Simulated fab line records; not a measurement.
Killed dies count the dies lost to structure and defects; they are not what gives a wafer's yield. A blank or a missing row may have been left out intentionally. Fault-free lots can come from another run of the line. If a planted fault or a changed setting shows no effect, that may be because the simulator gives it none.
fab line records | flow rit-cmos
record: lots: 6 | wafers: 18 | last-day: 7
route steps=202 shown CONTACT@178 M1@184
lots that met no fault: from a run of the same line without faults
start-h: the number of hours between the record's first day and the start of the first shown wafer of the lot | wait-h: how many hours have passed since the lot's step before this one | " identical to the entry in the row above | L1.1+2: one row covering several wafers at once | - no value, or no start given | * or withheld: withheld | < > ~ a bound
route shown NAME@n: a module of which the file shows steps, and the number in the route of the first | usual: mean/standard deviation of fault-free wafers | same: alike in all rows | chamber/n: place in a boat | sites: each site's reading | _std_site: the values' standard deviation | _edge_site: the outer-site mean with the inner-site mean subtracted | radius-mm: how far each site lies from the wafer's centre | mask NAME#n: copy n | behind: the tool/chamber that last shaped the wafer | hold: why the lot went on hold/how many hours it stayed there/how the hold came to an end | device: the transistor (n, p or np) that didn't switch | end of line: at the end of the route, the tests of the same wafers | where a step has no rows: the recipe by itself | killed: not the wafer's yield, but the dies lost to structure and defects at the first sort | map: a wafer's dies, x killed, . not, _ none there
set.NAME: the run value of the setting; set.NAME@STEP: its run value at that earlier step | model.NAME: the simulator's own value behind a step, which no gauge read
certain route steps with their lots: each step a table, each wafer a row
services: from which hour (start-h, from the record's first day; less than 0 if before it) a tool's chamber was out of use, for how many hours, and why
== steps ==
step: RIT_CONTACT_HARDBAKE_10
recipe: resist: NOVOLAK | temp-c: 140 | time-s: 60
step: RIT_CONTACT_ETCH_11
recipe: target-depth-a: 4800 | over-etch-frac: 0.2 | stop-on: TiSi2 | chemistry: CHF3/CF4/Ar | target: SiO2 | CHF3_flow_sccm: 50 | cf4-flow-sccm: 10 | Ar_flow_sccm: 100 | O2_flow_sccm: 5 | pressure-mtorr: 100 | rf-w: 200 | time-s: 320
usual: O2_flow_sccm: 4.997/0.015 | drypump-motor-current-A: 5.8/0.34 | oes-product-au: 0.987/0.017 | throttle-valve-pct: 8.85/0.13
same: over-etch-frac: 0.2
lot.wafer | tool        | chamber | start-h | wait-h | O2_flow_sccm | drypump-motor-current-A | oes-product-au | rf-hours-counter-h | throttle-valve-pct
L200.3    | rie-diel-04 | 2       | 58.79   | 0.1    | 5.034        | 5.9                     | 0.997          | 121                | 8.73
L200.4    | "           | 0       | "       | "      | 5.005        | 6.3                     | 1.010          | 19                 | 8.82
L200.6    | "           | 2       | "       | "      | 5.008        | 5.9                     | 0.991          | -                  | 8.73
L201.2    | rie-diel-02 | 2       | 61.88   | 0.1    | 5.008        | 5.7                     | 0.968          | 82                 | 9.07
L201.4    | "           | 1       | "       | "      | 5.027        | 5.9                     | 0.986          | 63                 | 8.92
L201.6    | "           | 1       | "       | "      | 5.018        | 5.9                     | 0.980          | -                  | 8.89
L212.1    | rie-diel-04 | 2       | 116.14  | 0.1    | 5.002        | 5.9                     | 0.988          | 122                | 8.73
L212.3    | "           | 1       | "       | "      | 4.997        | 6.0                     | 0.974          | 100                | 8.87
L212.6    | "           | 3       | "       | "      | 4.980        | 5.3                     | 1.014          | -                  | 8.99
L213.4    | rie-diel-01 | 1       | 122.64  | 0.1    | 5.006        | 5.7                     | 0.968          | 6                  | 8.70
L213.5    | "           | 2       | "       | "      | 5.009        | 5.6                     | 0.991          | -                  | 8.86
L213.6    | "           | 1       | "       | "      | 5.004        | 5.7                     | 0.977          | -                  | 8.69
L220.1    | rie-diel-02 | 2       | 161.59  | 0.1    | 4.985        | 5.7                     | 0.962          | 84                 | 9.06
L220.3    | "           | 3       | "       | "      | 4.994        | 5.3                     | 0.954          | 135                | 8.79
L220.6    | "           | 1       | "       | "      | 5.000        | 5.9                     | 0.985          | -                  | 8.92
L222.2    | rie-diel-04 | 0       | 167.95  | 0.1    | 4.980        | 6.3                     | 1.001          | 21                 | 8.83
L222.3    | "           | 3       | "       | "      | 5.006        | 5.3                     | 1.015          | 110                | 8.98
L222.4    | "           | 2       | "       | "      | 5.014        | 5.9                     | 0.995          | 123                | 8.73
step: RIT_CONTACT_STRIP_12
recipe: chemistry: O2 | time-s: 180 | resist: NOVOLAK | platen-temp-c: withheld | power-w: 500 | pressure-mtorr: 4000 | o2-flow-sccm: 4000
usual: drypump-motor-current-A: 5.6/0.43
lot.wafer | tool            | chamber | start-h | wait-h | drypump-motor-current-A | rf-hours-counter-h
L200.3    | plasma-asher-04 | 0       | 59.05   | 0.2    | 5.0                     | -
L200.4    | "               | 1       | "       | "      | 6.1                     | -
L200.6    | "               | 0       | "       | "      | 4.9                     | -
L201.2    | plasma-asher-02 | 0       | 62.08   | 0.1    | 5.6                     | 26
L201.4    | "               | 0       | "       | "      | 5.6                     | -
L201.6    | "               | 1       | "       | "      | 5.7                     | -
L212.1    | plasma-asher-04 | 0       | 116.34  | 0.1    | 4.9                     | 49
L212.3    | "               | 0       | "       | "      | 4.9                     | -
L212.6    | "               | 0       | "       | "      | 4.9                     | -
L213.4    | plasma-asher-01 | 1       | 122.89  | 0.2    | 6.0                     | -
L213.5    | "               | 0       | "       | "      | 5.1                     | -
L213.6    | "               | 1       | "       | "      | 5.9                     | -
L220.1    | plasma-asher-04 | 0       | 161.79  | 0.1    | 5.0                     | 54
L220.3    | "               | 1       | "       | "      | 6.1                     | -
L220.6    | "               | 1       | "       | "      | 6.0                     | -
L222.2    | plasma-asher-01 | 1       | 168.15  | 0.1    | 6.0                     | 55
L222.3    | "               | 1       | "       | "      | 6.0                     | -
L222.4    | "               | 0       | "       | "      | 5.1                     | -
step: RIT_CONTACT_CD_MEAS_90
recipe: target-cd-nm: 1000
usual: cd-nm: 1001.2/2.3
lot.wafer | tool      | chamber | start-h | wait-h | cd-nm
L200.3    | cd-sem-02 | -       | 59.20   | 0.1    | 1002.3
L200.4    | "         | -       | "       | "      | 1005.3
L200.6    | "         | -       | "       | "      | 1006.9
L201.2    | cd-sem-02 | -       | 62.27   | 0.1    | 1003.7
L201.4    | "         | -       | "       | "      | 1002.6
L201.6    | "         | -       | "       | "      | 1002.4
L212.1    | cd-sem-01 | -       | 116.51  | 0.1    | 998.2
L212.3    | "         | -       | "       | "      | 997.1
L212.6    | "         | -       | "       | "      | 997.4
L213.4    | cd-sem-02 | -       | 123.07  | 0.1    | 1001.7
L213.5    | "         | -       | "       | "      | 1002.7
L213.6    | "         | -       | "       | "      | 1002.5
L220.1    | cd-sem-01 | -       | 161.96  | 0.1    | 1001.3
L220.3    | "         | -       | "       | "      | 1002.6
L220.6    | "         | -       | "       | "      | 1000.6
L222.2    | cd-sem-01 | -       | 168.34  | 0.1    | 1005.2
L222.3    | "         | -       | "       | "      | 1003.6
L222.4    | "         | -       | "       | "      | 1007.0
step: RIT_CONTACT_CLEAN_13
recipe: chemistry: SC1 | mix: 3:3:50 | time-s: 600 | temp-c: 75
step: RIT_CONTACT_CLEAN_14
recipe: chemistry: SC2 | mix: 3:3:50 | time-s: 600 | temp-c: 75 | dry: n2-spin
step: RIT_M1_SPUTTER_00
recipe: material: Al | target-thk-nm: 400 | power-w: 2000 | chamber-pressure-pa: 0.4 | gas: Ar | time-s: 500 | substrate-temp-c: 25
usual: throttle-valve-pct: 30.0/1.3
lot.wafer | tool           | chamber | start-h | wait-h | throttle-valve-pct
L200.3    | pvd-sputter-04 | -       | 59.63   | 0.0    | 28.5
L200.4    | "              | -       | "       | "      | 27.8
L200.6    | "              | -       | "       | "      | 28.6
L201.2    | pvd-sputter-03 | -       | 62.72   | 0.0    | 30.5
L201.4    | "              | -       | "       | "      | 30.3
L201.6    | "              | -       | "       | "      | 30.9
L212.1    | pvd-sputter-04 | -       | 116.98  | 0.0    | 28.6
L212.3    | "              | -       | "       | "      | 29.9
L212.6    | "              | -       | "       | "      | 32.1
L213.4    | pvd-sputter-03 | -       | 123.48  | 0.0    | 30.9
L213.5    | "              | -       | "       | "      | 30.2
L213.6    | "              | -       | "       | "      | 31.0
L220.1    | pvd-sputter-01 | -       | 162.45  | 0.0    | 29.3
L220.3    | "              | -       | "       | "      | 29.8
L220.6    | "              | -       | "       | "      | 29.4
L222.2    | pvd-sputter-04 | -       | 168.81  | 0.0    | 29.4
L222.3    | "              | -       | "       | "      | 31.9
L222.4    | "              | -       | "       | "      | 28.6
step: RIT_M1_RS_MEAS_01
recipe: thk-meas-gauge: four-point-probe | reads: Al_of_M1_SPUTTER_00
usual: M1_AL_RS: 0.0743/0.00086
lot.wafer | tool          | chamber | start-h | wait-h | M1_AL_RS[ohm/sq]
L200.3    | film-metro-01 | -       | 59.97   | 0.2    | 0.0743
L200.4    | "             | -       | "       | "      | 0.0752
L200.6    | "             | -       | "       | "      | 0.0744
L201.2    | film-metro-02 | -       | 63.04   | 0.2    | 0.0749
L201.4    | "             | -       | "       | "      | 0.0746
L201.6    | "             | -       | "       | "      | 0.0742
L212.1    | film-metro-02 | -       | 117.28  | 0.1    | 0.0742
L212.3    | "             | -       | "       | "      | 0.0748
L212.6    | "             | -       | "       | "      | 0.0758
L213.4    | film-metro-04 | -       | 123.83  | 0.2    | 0.0759
L213.5    | "             | -       | "       | "      | 0.0743
L213.6    | "             | -       | "       | "      | 0.0737
L220.1    | film-metro-01 | -       | 162.74  | 0.1    | 0.0734
L220.3    | "             | -       | "       | "      | 0.0734
L220.6    | "             | -       | "       | "      | 0.0741
L222.2    | film-metro-02 | -       | 169.12  | 0.2    | 0.0749
L222.3    | "             | -       | "       | "      | 0.0746
L222.4    | "             | -       | "       | "      | 0.0733
step: RIT_M1_THK_MEAS_02
recipe: thk-meas-gauge: xrf | reads: Al_of_M1_SPUTTER_00
usual: M1_AL_THK: 383/4.7
lot.wafer | tool          | chamber | start-h | wait-h | M1_AL_THK[nm]
L200.3    | film-metro-01 | -       | 60.07   | 0.1    | 385
L200.4    | "             | -       | "       | "      | 381
L200.6    | "             | -       | "       | "      | 383
L201.2    | film-metro-02 | -       | 63.15   | 0.1    | 383
L201.4    | "             | -       | "       | "      | 386
L201.6    | "             | -       | "       | "      | 385
L212.1    | film-metro-02 | -       | 117.40  | 0.1    | 385
L212.3    | "             | -       | "       | "      | 383
L212.6    | "             | -       | "       | "      | 377
L213.4    | film-metro-04 | -       | 123.92  | 0.1    | 373
L213.5    | "             | -       | "       | "      | 380
L213.6    | "             | -       | "       | "      | 383
L220.1    | film-metro-01 | -       | 162.86  | 0.1    | 386
L220.3    | "             | -       | "       | "      | 389
L220.6    | "             | -       | "       | "      | 386
L222.2    | film-metro-02 | -       | 169.23  | 0.1    | 381
L222.3    | "             | -       | "       | "      | 383
L222.4    | "             | -       | "       | "      | 392
step: RIT_M1_HMDS_03
recipe: prime-time-s: 60 | prime-temp-c: 140
step: RIT_M1_COAT_04
recipe: resist: NOVOLAK | spin-rpm: 2000 | resist-thk-nm: 1322
step: RIT_M1_SOFTBAKE_05
recipe: resist: NOVOLAK | temp-c: 90 | time-s: 60
step: RIT_M1_EXPOSE_06
recipe: mask-id: M12 | na: 0.6 | source-shape: conventional | sigma-outer: 0.5 | target-cd-nm: 2600 | dose-mj: 250
usual: exposure-dose-mJ-cm2: 252.5/1 | focus-offset-nm: -0.1/0.53
lot.wafer | tool             | chamber | start-h | wait-h | mask  | exposure-dose-mJ-cm2 | focus-offset-nm
L200.3    | iline-stepper-01 | 0       | 60.72   | 0.2    | M12#0 | 253.9                | 0.4
L200.4    | "                | 0       | "       | "      | M12#0 | 254.2                | -0.8
L200.6    | "                | 0       | "       | "      | M12#0 | 254.0                | -0.5
L201.2    | iline-stepper-01 | 0       | 63.67   | 0.1    | M12#0 | 253.8                | 0.3
L201.4    | "                | 0       | "       | "      | M12#0 | 253.6                | -0.1
L201.6    | "                | 0       | "       | "      | M12#0 | 253.8                | 0.5
L212.1    | iline-stepper-01 | -       | 118.03  | 0.2    | M12#0 | -                    | -
L212.3    | "                | -       | "       | "      | M12#0 | -                    | -
L212.6    | "                | -       | "       | "      | M12#0 | -                    | -
L213.4    | iline-stepper-02 | -       | 124.59  | 0.2    | M12#0 | -                    | -
L213.5    | "                | -       | "       | "      | M12#0 | -                    | -
L213.6    | "                | -       | "       | "      | M12#0 | -                    | -
L220.1    | iline-stepper-02 | 0       | 163.45  | 0.1    | M12#0 | 251.6                | -0.1
L220.3    | "                | 0       | "       | "      | M12#0 | 251.7                | -0.1
L220.6    | "                | 0       | "       | "      | M12#0 | 251.8                | -0.4
L222.2    | iline-stepper-02 | 0       | 169.75  | 0.1    | M12#0 | 252.0                | -1.1
L222.3    | "                | 0       | "       | "      | M12#0 | 251.8                | -0.2
L222.4    | "                | 0       | "       | "      | M12#0 | 251.8                | -0.2
step: RIT_M1_PEB_07
recipe: resist: NOVOLAK | temp-c: withheld | time-s: withheld
== services ==
tool             | chamber | start-h | hours | kind
pvd-sputter-03   | -       | 52.47   | 2.4   | repair
rie-diel-01      | 1       | 59.20   | 21.4  | repair
rie-diel-04      | -       | 62.88   | 2.8   | pm
iline-stepper-02 | -       | 63.48   | 0.7   | repair
rie-diel-04      | 3       | 70.85   | 2.9   | repair
rie-diel-02      | 3       | 78.01   | 6.5   | repair
pvd-sputter-03   | -       | 78.66   | 2.7   | repair
rie-diel-01      | 2       | 80.58   | -     | clean
rie-diel-01      | 2       | 80.58   | 10.5  | scheduled-down
rie-diel-01      | 2       | 80.58   | 10.5  | vent-cycle
plasma-asher-02  | -       | 86.70   | 8.5   | repair
iline-stepper-01 | 0       | 96.05   | -     | calibration
plasma-asher-02  | -       | 108.22  | 1.9   | repair
iline-stepper-02 | -       | 108.39  | 1.7   | pm
plasma-asher-01  | -       | 115.41  | 1.7   | repair
plasma-asher-04  | -       | 119.81  | 1.1   | repair
rie-diel-04      | 2       | 156.44  | 4.2   | repair
pvd-sputter-03   | -       | 168.48  | 4.1   | repair
== key ==
first-sign: step: RIT_M1_EXPOSE_06 | reading: tool-record | direction: missing
effect none on later readings
met-at RIT_M1_EXPOSE_06
struck-wafers L212.1,L212.3,L212.6,L213.4,L213.5,L213.6
later-rows-left-out L212.1,L212.3,L212.6,L213.4,L213.5,L213.6
sort-left-out L212.1,L212.3,L212.6,L213.4,L213.5,L213.6
onset-between 63.67 118.03
fault: kind: skipped-step-whole | tool: iline-stepper-01,iline-stepper-02 | chamber: - | onset-h: 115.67 | steps: RIT_M1_EXPOSE_06 | scope: struck-lots-only
sort-left-out: the simulated sort isn't trusted on such a fault, so these wafers' sort isn't shown, and their yield isn't known
later-rows-left-out: the simulator's readings of these wafers behind a module that went badly wrong aren't trusted and aren't shown, but for the sort
